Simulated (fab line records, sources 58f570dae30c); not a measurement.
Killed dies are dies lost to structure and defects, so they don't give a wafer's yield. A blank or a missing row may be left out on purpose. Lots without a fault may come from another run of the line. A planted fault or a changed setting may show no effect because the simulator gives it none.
Which tool did it? | flow berkeley_cmos170 | 7 lots, 21 wafers sampled, at 2 steps of a route of 331

WHAT THE GAUGES READ, wafer by wafer
UCB170_M3_THK_MEAS_03: measures by xrf.
lot  | measured     | on            | M3_AL_THK (nm)
L370 | day 9 02:21  | film_metro-04 | 869 868 869
L373 | day 9 17:45  | film_metro-03 | 880 885 883
L375 | day 9 22:09  | film_metro-04 | 868 870 871
L382 | day 11 04:16 | film_metro-01 | 883 885 880
L388 | day 12 23:42 | film_metro-03 | 899 899 893
L390 | day 13 09:16 | film_metro-04 | 886 884 878
L392 | day 13 18:21 | film_metro-04 | 881 884 871

WHICH TOOL RAN EACH LOT (tool, then ch and the chambers of the sampled wafers, then the start)
lot  | UCB170_WELLDRIVE_ANNEAL_03
L370 | furnace-01 ch 0, day 4 10:08
L373 | furnace-01 ch 0, day 5 00:00
L375 | furnace-02 ch 0, day 5 08:04
L382 | furnace-04 ch 0, day 6 21:22
L388 | furnace-04 ch 0, day 7 21:28
L390 | furnace-01 ch 0, day 8 16:53
L392 | furnace-01 ch 0, day 9 01:08
- UCB170_WELLDRIVE_ANNEAL_03: time 900 s.

THE ANSWER, worked out from the rows above alone
Rule: what is usual is taken from the lots themselves. Put in order of their means at a reading, lots are off if they are a third of the lots or fewer, leave a main group of 4 or more, and stand apart from it by a gap of 3 or more times the standard deviation of the main group's means; of several such gaps the widest counts. A main group whose means are all the same, to the digits that the tables above print for the reading, isn't used. A lot without any number at a reading at which 4 lots or more have one is off too. The other lots that the step has rows for count as sound.
No lot is off at any reading shown: from this, nothing can be told.

WHAT THE SIMULATOR HAD PUT IN
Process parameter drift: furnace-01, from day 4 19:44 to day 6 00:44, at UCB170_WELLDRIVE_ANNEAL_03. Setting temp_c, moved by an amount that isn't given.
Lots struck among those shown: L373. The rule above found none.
